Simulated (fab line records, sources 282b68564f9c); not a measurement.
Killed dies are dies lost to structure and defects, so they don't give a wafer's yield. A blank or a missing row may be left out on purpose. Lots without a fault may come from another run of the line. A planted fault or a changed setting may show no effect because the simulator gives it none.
A struck lot beside a sound one | flow rit_cmos | 14 steps out of a route of 202
Sound: wafers L864.1, L864.5, L864.6. Struck: wafers L856.3, L856.5, L856.6. The cause comes at the end.
At each step with rows: each side's tool, then ch and its chambers, then its first start. Under that, the readings that differ: sound wafers | struck wafers | difference of the means | sigmas: that difference in standard deviations of wafers without a fault.
alike: readings whose means differ by less than 2 such deviations, and words and numbers that are the same on both sides. not compared: withheld readings, readings that some wafer has no value for, bounds like >300 that may hide the same value, and numbers for which the record gives no deviation and whose values overlap.
The two part at a step that has a row with sigmas, a row that says differs or no value, or rows on one side only. Numbers that don't overlap but have no deviation are shown without sigmas and don't part them. A reading that every wafer of one side lacks parts them only if that side has two wafers or more.

first, 1 step without rows for these wafers: RIT_NSD_IMPLANT_08.
RIT_NSD_STRIP_09: strips in O2, time 180 s.
  sound on plasma_asher-01 ch 0,1, day 6 00:02; struck on plasma_asher-02 ch 0,1, day 4 00:27
  alike: chamber_pressure_mTorr, drypump_motor_current_A
  not compared: rf_hours_counter_h
RIT_NSD_TW_MEAS_10:
  sound on film_metro-02, day 6 00:13; struck on film_metro-01, day 4 00:35
  alike: NSD_TW
then, 6 steps without rows for these wafers: RIT_PSD_HMDS_00 (prime time 60 s); RIT_PSD_COAT_01 (resist thk 1000 nm); RIT_PSD_SOFTBAKE_02 (time 60 s); RIT_PSD_EXPOSE_03 (exposes mask M10, target cd 40900 nm); RIT_PSD_PEB_04; RIT_PSD_DEVELOP_05 (develop time 50 s).
RIT_PSD_OVL_MEAS_06:
  sound on overlay-02, day 6 01:15; struck on overlay-02, day 4 01:37
  alike: PSD_OVL
then, 2 steps without rows for these wafers: RIT_PSD_HARDBAKE_07 (time 60 s); RIT_PSD_IMPLANT_08.
RIT_PSD_STRIP_09: strips in O2, time 180 s.
  sound on plasma_asher-03 ch 0,1, day 6 01:35; struck on plasma_asher-03 ch 0,1, day 4 02:00
  no value came back on the struck wafers for chamber_pressure_mTorr (mTorr), drypump_motor_current_A (A); on the sound wafers chamber_pressure_mTorr (mTorr) reads 4006 3993 4004
  reading                                  | sound | struck            | difference | sigmas
  model.NOVOLAK_of_PSD_COAT_01.thk_nm (nm) | 0 0 0 | 882.9 883.2 883.5 | +883.2     |
  not compared: rf_hours_counter_h
RIT_PSD_TW_MEAS_10:
  sound on film_metro-02, day 6 01:46; struck on film_metro-04, day 4 02:08
  alike: PSD_TW

WHERE THEY PART
Only at RIT_PSD_STRIP_09, within this record. Later steps at which nothing parts them and some readings are alike: RIT_PSD_TW_MEAS_10.

WHY: what the simulator had put in
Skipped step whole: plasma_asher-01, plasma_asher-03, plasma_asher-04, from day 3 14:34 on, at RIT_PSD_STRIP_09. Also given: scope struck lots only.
